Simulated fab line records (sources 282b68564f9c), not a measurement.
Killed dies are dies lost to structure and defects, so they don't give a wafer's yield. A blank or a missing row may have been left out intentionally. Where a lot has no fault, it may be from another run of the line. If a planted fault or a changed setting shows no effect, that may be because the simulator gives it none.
A struck lot beside a sound one | flow ritCmos | 19 steps out of a route of 202
Sound: the wafers L851.2, L851.4, L851.6. Wafers L849.1, L849.3, L849.4 were the ones struck. Last of all comes the cause.
Order at every step that has rows: each side's tool, ch and its chambers, its first start. Under that, the readings that differ: sound wafers | struck wafers | difference of the means | sigmas: that difference in standard deviations of wafers without a fault.
alike: words and numbers the same on both sides, and readings whose means are apart by under 2 such deviations; not compared: readings that were withheld, readings missing a value for some wafer, numbers with overlapping values and no deviation given by the record, and bounds like >300 which may hide the same value.
Wherever a step has rows on one side only, a row that says differs or no value, or a row with sigmas, the two part there. Numbers that don't overlap but have no deviation are shown without sigmas and don't part them. A reading that every wafer of one side lacks parts them only if that side has two wafers or more.

first, 3 steps without rows for these wafers: RIT_GATE_CLEAN_02 (cleans in dHF, time 30 s); RIT_GATE_CLEAN_03 (cleans in SC2, time 600 s); RIT_GATE_CLEAN_04 (cleans in dHF, time 60 s).
RIT_FOX2_THK_MEAS_91:
  struck on filmMetro-02, day 4 21:01; sound on filmMetro-01, day 5 09:42
  alike: FIELD_OXIDE_LEFT_2_THK
then, 2 steps without rows for these wafers: RIT_GATE_OXIDATION_05 (target thk 3 nm, ox time 270 s); RIT_GATE_ANNEAL_06 (time 600 s).
RIT_GATE_THK_MEAS_07:
  struck on filmMetro-01, day 4 22:24; sound on filmMetro-03, day 5 12:23
  alike: GATE_OXIDE_THK
then, 1 step without rows for these wafers: RIT_GATE_CVD_08 (deposits poly-Si from SiH4, target thk 250 nm, time 2220 s).
RIT_GATE_THK_MEAS_09:
  struck on filmMetro-01, day 5 00:53; sound on filmMetro-03, day 5 14:04
  alike: GATE_POLY_THK
then, 3 steps without rows for these wafers: RIT_GATE_HMDS_10 (prime time 60 s); RIT_GATE_COAT_11 (resist thk 850 nm); RIT_GATE_SOFTBAKE_12 (time 60 s).
RIT_GATE_EXPOSE_13: exposes mask M6, target cd 150 nm.
  sound on ilineStepper-02 ch 0, day 5 14:38; struck on ilineStepper-01 ch 0, day 5 01:33
reading                    | sound                | struck            | difference | sigmas
model.GATE.overlayXNm (nm) | 0.2337 0.2337 0.2337 | 129.2 129.2 129.2 | +129.0     | 
  alike: mask, stageVelMmS
then, 2 steps without rows for these wafers: RIT_GATE_PEB_14; RIT_GATE_DEVELOP_15 (develop time 50 s).
RIT_GATE_CD_MEAS_16 targets a cd of 150 nm.
  struck on cdSem-01, day 5 01:57; sound on cdSem-02, day 5 15:11
  alike: cdNm
RIT_GATE_OVL_MEAS_17:
  struck on overlay-01, day 5 02:04; sound on overlay-01, day 5 15:17
reading       | sound        | struck            | difference | sigmas
GATE_OVL (nm) | 1.5 0.4 -1.3 | 130.2 127.9 128.4 | +128.6     | +92
then, 1 step without rows for these wafers: RIT_GATE_HARDBAKE_18 (time 60 s).
RIT_M1_PROBE_99:
  struck on prober-01, day 6 00:11; sound on prober-01, day 6 13:47
reading                                            | sound                | struck               | difference | sigmas
model.etest.nldd.widthNm (nm)                      | 3205 3186 3203       | 3127 3121 3140       | -69        | 
model.etest.pldd.widthNm (nm)                      | 3188 3186 3195       | 3122 3130 3156       | -54        | 
model.etest.selectEdgeDiodeP.leakLog10A (angstrom) | -10.15 -10.41 -10.27 | -8.558 -8.04 -8.328  | +1.968     | 
model.etest.selectEdgeDiodeN.leakLog10A (angstrom) | -9.581 -9.697 -9.906 | -7.793 -7.265 -7.776 | +2.117     | 
model.etest.gateEndArray.leakLog10AUm              | -12.72 -12.7 -12.83  | -12.2 -12.36 -12.25  | +0.5       | 
  alike: killedAtContacts, killedAtFrontEnd, killedDies, killedOnRim, killedOpen, killedShort

WHERE THEY PART
Within this record, at RIT_GATE_OVL_MEAS_17 only. Later steps at which nothing parts them and some readings are alike: RIT_M1_PROBE_99.

WHY: whatever the simulator had introduced
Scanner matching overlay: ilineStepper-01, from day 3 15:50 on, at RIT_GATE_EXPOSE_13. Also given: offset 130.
